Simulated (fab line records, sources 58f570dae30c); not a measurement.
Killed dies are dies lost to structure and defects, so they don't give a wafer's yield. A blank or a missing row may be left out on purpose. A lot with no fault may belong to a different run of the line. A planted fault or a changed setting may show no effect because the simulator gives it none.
The same fault as seen by 2 desks -- flow berkeleyCmos170 -- every desk sees just its own numbers, and what lay behind them comes last

FROM THE METROLOGY DESK
What the gauges read for every lot (on any tool): the sampled wafers with a number, averaged. If a lot's mean is further than 4 standard deviations from the usual mean, the lot is out of limits and carries the mark OUT (the distance appears in the brackets).
Columns: A = PWELL_NITRIDE_THK at UCB170_PWELL_THK_MEAS_06, usual 221.3 nm; B = V1_OVL at UCB170_V1_OVL_MEAS_13, usual 0 nm; C = cdNm at UCB170_M2_CD_MEAS_90, usual 701.4 nm
lot,first seen here,A,B,C
L722,day 3 07:56,222.4,5,700.3
L721,day 3 07:56,220.0,1,702.6
L723,day 3 13:39,223.1,4,700.9
L724,day 4 00:02,222.2,-1,702.9
L725,day 4 00:02,218.6,-3,702.4
L727,day 4 03:59,219.7,-6,702.7
L729,day 4 14:47,222.2,-3,700.0
L731,day 5 03:31,209.8 (-6.4) OUT,-3,700.0
L733,day 5 22:10,207.3 (-7.8) OUT,3,701.7
L735,day 6 03:35,222.0,-0,700.8
L739,day 6 17:26,218.4,1,697.9
This desk reports L731, L733 out of limits; the earliest was L731 at day 5 03:31 (PWELL_NITRIDE_THK at UCB170_PWELL_THK_MEAS_06). In limits: L722, L721, L723, L724, L725, L727, L729, L735, L739.

AT THE TOOL OWNER'S DESK: lpcvd-01
The tool's own readings at UCB170_PWELL_CVD_05 (deposits Si3N4 from SiH2Cl2/NH3, target thk 220 nm, time 3300 s): means of the sampled wafers that have a number, for each lot that ran on this tool. If a lot's mean is further than 4 standard deviations from the usual mean, the lot is out of limits and carries the mark OUT (the distance appears in the brackets).
Columns: A = pressureMtorr at UCB170_PWELL_CVD_05, usual 200.1 mTorr
lot,first seen here,A
L723,day 3 11:44,200.0
L731,day 5 01:37,160.7 (-99 or more) OUT
L733,day 5 20:16,160.0 (-99 or more) OUT
This desk's verdict: out of limits on L731, L733, starting with L731 at day 5 01:37 (pressureMtorr at UCB170_PWELL_CVD_05). In limits: L723.

TAKEN TOGETHER
On L731, L733, at day 5 01:37, an alarm was possible from the tool owner's desk.
Metrology desk: alarm possible at day 5 03:31 on L731, L733.
On lpcvd-01, each named lot ran UCB170_PWELL_CVD_05.

WHAT THE SIMULATOR PUT IN
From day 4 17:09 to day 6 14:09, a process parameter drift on lpcvd-01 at UCB170_PWELL_CVD_05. Setting pressureMtorr, moved by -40, from 200. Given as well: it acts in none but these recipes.
Shown lots that were struck: L731, L733.
Fault start to first reading out of limits, in hours, per desk: tool owner, 8; metrology, 10.
